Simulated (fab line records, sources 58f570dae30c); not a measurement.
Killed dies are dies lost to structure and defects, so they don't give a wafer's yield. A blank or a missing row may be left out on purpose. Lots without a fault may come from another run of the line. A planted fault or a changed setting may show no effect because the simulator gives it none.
A struck lot beside a sound one | flow berkeley_cmos170 | 31 steps out of a route of 331
Sound: wafers L150.4, L150.5, L150.6. Struck: wafers L161.1, L161.5, L161.6. The cause comes at the end.
At each step with rows: each side's tool, then ch and its chambers, then its first start. Under that, the readings that differ: sound wafers | struck wafers | difference of the means | sigmas: that difference in standard deviations of wafers without a fault.
alike: readings whose means differ by less than 2 such deviations, and words and numbers that are the same on both sides. not compared: withheld readings, readings that some wafer has no value for, bounds like >300 that may hide the same value, and numbers for which the record gives no deviation and whose values overlap.
The two part at a step that has a row with sigmas, a row that says differs or no value, or rows on one side only. Numbers that don't overlap but have no deviation are shown without sigmas and don't part them. A reading that every wafer of one side lacks parts them only if that side has two wafers or more.

first, 1 step without rows for these wafers: UCB170_SDANNEAL_RTA_01 (time 5 s).
UCB170_SDANNEAL_RS_MEAS_02: measures by four-point-probe.
  sound on film_metro-03, day 7 06:59; struck on film_metro-04, day 9 12:32
  alike: PSD_RS
UCB170_SDANNEAL_RS_MEAS_03: measures by four-point-probe.
  sound on film_metro-03, day 7 07:06; struck on film_metro-04, day 9 12:39
  alike: NSD_RS
UCB170_SDANNEAL_RS_MEAS_04: measures by four-point-probe.
  sound on film_metro-03, day 7 07:13; struck on film_metro-04, day 9 12:46
  alike: PLDD_RS
UCB170_SDANNEAL_RS_MEAS_05: measures by four-point-probe.
  sound on film_metro-03, day 7 07:20; struck on film_metro-04, day 9 12:53
  alike: NLDD_RS
then, 1 step without rows for these wafers: UCB170_SILICIDE_PRE_CLEAN_00 (preclean etch time 60 s).
UCB170_SILICIDE_SPUTTER_01: material Ti, target thk 30 nm, time 25 s.
  sound on pvd_sputter-04, day 7 07:28; struck on pvd_sputter-02, day 9 13:05
  alike: throttle_valve_pct
UCB170_SILICIDE_RS_MEAS_02: measures by four-point-probe.
  sound on film_metro-01, day 7 07:33; struck on film_metro-01, day 9 13:07
  alike: SILICIDE_TI_RS
UCB170_SILICIDE_THK_MEAS_03: measures by xrf.
  sound on film_metro-01, day 7 07:38; struck on film_metro-01, day 9 13:14
  alike: SILICIDE_TI_THK
UCB170_SILICIDE_RTA_04: time 15 s.
  sound on rtp_anneal-01 ch 0, day 7 07:43; struck on rtp_anneal-02 ch 0, day 9 13:17
  alike: lamp_power_pct, wafer_temp_C_max
then, 2 steps without rows for these wafers: UCB170_SILICIDE_WET_ETCH_05 (etches Ti in SPM, time 45 s); UCB170_CONTACT_CLEAN_00 (cleans in SPM, time 600 s).
UCB170_CONTACT_CVD_01: deposits PSG from SiH4/O2/PH3, target thk 700 nm, time 2820 s.
  sound on lpcvd-02 ch 1, day 7 09:11; struck on lpcvd-01 ch 0, day 9 15:08
  reading                                 | sound             | struck               | difference | sigmas
  o2_flow_sccm (sccm)                     | 90.07 90.49 89.73 | 135.00 134.86 134.60 | +44.72     | +99 or more
  model.PSG_of_CONTACT_CVD_01.thk_nm (nm) | 694.2 700 699.6   | 879.5 876.5 878.3    | +180.2     |
  alike: sih4_flow_sccm, susceptor_temp_C
UCB170_CONTACT_THK_MEAS_02:
  sound on film_metro-04, day 7 11:00; struck on film_metro-04, day 9 16:55
  reading              | sound       | struck      | difference | sigmas
  CONTACT_PSG_THK (nm) | 694 700 699 | 879 876 878 | +180       | +23
then, 5 steps without rows for these wafers: UCB170_CONTACT_HMDS_03 (prime time 60 s); UCB170_CONTACT_COAT_04 (resist thk 900 nm); UCB170_CONTACT_SOFTBAKE_05 (time 60 s); UCB170_CONTACT_STRIP_06 (strips in O2); UCB170_CONTACT_CLEAN_07 (cleans in SPM, time 600 s).
UCB170_CONTACT_RTA_08: time 10 s.
  sound on rtp_anneal-02 ch 0, day 7 11:47; struck on rtp_anneal-02 ch 0, day 9 17:43
  alike: lamp_power_pct, wafer_temp_C_max
then, 6 steps without rows for these wafers: UCB170_CONTACT_COAT_09; UCB170_CONTACT_COAT_10 (resist thk 900 nm); UCB170_CONTACT_SOFTBAKE_11 (time 60 s); UCB170_CONTACT_EXPOSE_12 (exposes mask CONT, target cd 700 nm); UCB170_CONTACT_PEB_13; UCB170_CONTACT_DEVELOP_14 (develop time 45 s).
UCB170_CONTACT_CD_MEAS_15: target cd 700 nm.
  sound on cd_sem-02, day 7 12:51; struck on cd_sem-01, day 9 18:46
  alike: cd_nm
UCB170_CONTACT_OVL_MEAS_16:
  sound on overlay-01, day 7 12:55; struck on overlay-01, day 9 18:53
  alike: CONTACT_OVL
UCB170_CONTACT_ETCH_17: etches BARC in N2/H2.
  sound on rie_diel-03 ch 0,2,3, day 7 12:58; struck on rie_diel-01 ch 0,1,2, day 9 18:55
  alike: drypump_motor_current_A, oes_product_au, throttle_valve_pct
UCB170_CONTACT_ETCH_18: etches PSG in CHF3/CF4/Ar, stops on TiSi2, target depth 840 nm, time 195 s.
  sound on rie_diel-03 ch 0,2,3; struck on rie_diel-01 ch 0,1,2
  reading                             | sound             | struck            | difference | sigmas
  oes_product_au (a.u.)               | 0.905 0.905 0.880 | 1.006 0.984 0.971 | +0.090     | +6
  model.CONTACT.feature_depth_nm (nm) | 694.2 700 699.6   | 844.2 813.2 828.9 | +130.8     |
  model.etch.depth_nm (nm)            | 694.2 700 699.6   | 844.2 813.2 828.9 | +130.8     |
  alike: cf4_flow_sccm, drypump_motor_current_A, throttle_valve_pct
  not compared: rf_hours_counter_h
UCB170_CONTACT_STRIP_19: strips in O2.
  sound on plasma_asher-03 ch 0,1, day 7 13:08; struck on plasma_asher-03 ch 0,1, day 9 19:05
  alike: drypump_motor_current_A, o2_flow_sccm, oes_product_au
  not compared: rf_hours_counter_h

WHERE THEY PART
First at UCB170_CONTACT_CVD_01; last, within this record, at UCB170_CONTACT_ETCH_18. Later steps at which nothing parts them and some readings are alike: UCB170_CONTACT_STRIP_19.

WHY: what the simulator had put in
Process parameter drift: lpcvd-01, from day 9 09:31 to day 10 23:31, at UCB170_CONTACT_CVD_01. Setting o2_flow_sccm, moved by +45, from 90.
